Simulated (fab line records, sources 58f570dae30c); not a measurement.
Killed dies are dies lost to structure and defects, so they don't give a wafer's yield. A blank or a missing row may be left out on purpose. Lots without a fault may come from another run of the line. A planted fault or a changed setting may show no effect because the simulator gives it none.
Chamber matching | flow berkeley_cmos170 | UCB170_V1_CMP_02 on cmp-01: 4 sister chambers
The step polishes SiO2. 8 wafers are shown with their chamber, then 7 later ones without.

WAFERS WITH THEIR CHAMBER
wafer  | chamber | motor_current_A (A) | platen_rpm (rpm)
L520.6 | 3       | 16.0                | 59.96
L523.2 | 3       | 16.1                | 60.01
L523.4 | 1       | 15.0                | 60.00
L524.1 | 0       | 15.0                | 59.93
L524.4 | 1       | 15.3                | 60.05
L524.5 | 2       | 16.6                | 60.01
L527.1 | 0       | 14.6                | 60.01
L527.3 | 2       | 16.8                | 60.05

WAFERS WITHOUT THEIR CHAMBER
wafer  | motor_current_A (A) | platen_rpm (rpm)
L527.4 | 16.1                | 60.01
L528.4 | 16.6                | 59.94
L528.5 | 15.0                | 60.00
L528.6 | 14.9                | 60.00
L540.1 | 15.4                | 60.02
L540.3 | 15.7                | 60.02
L540.4 | 15.1                | 59.98

WHICH CHAMBER EACH WENT THROUGH
wafer  | from the rows above     | in truth
L527.4 | 3                       | 3
L528.4 | can't be placed: 2 or 3 | 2
L528.5 | can't be placed: 1 or 0 | 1
L528.6 | can't be placed: 0 or 1 | 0
L540.1 | 1                       | 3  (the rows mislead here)
L540.3 | can't be placed: 3 or 1 | 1
L540.4 | can't be placed: 1 or 0 | 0
Placed correctly: 1 of 7. Can't be placed from these rows: 5 (the true chamber is among the candidates in 5). Placed wrongly: 1.
How it was worked out, from the rows above alone: a wafer's distance from a chamber is the root of the sum, over the readings, of the square of ((its reading less the chamber's mean) divided by the reading's scatter). The wafer belongs to the nearest chamber; if the next one is less than 2 further off, it can't be placed. A chamber's mean is the mean of its shown wafers. The scatter: the root of (the sum of the squares of (reading less its chamber's mean) over the shown wafers, divided by (wafers less chambers)).
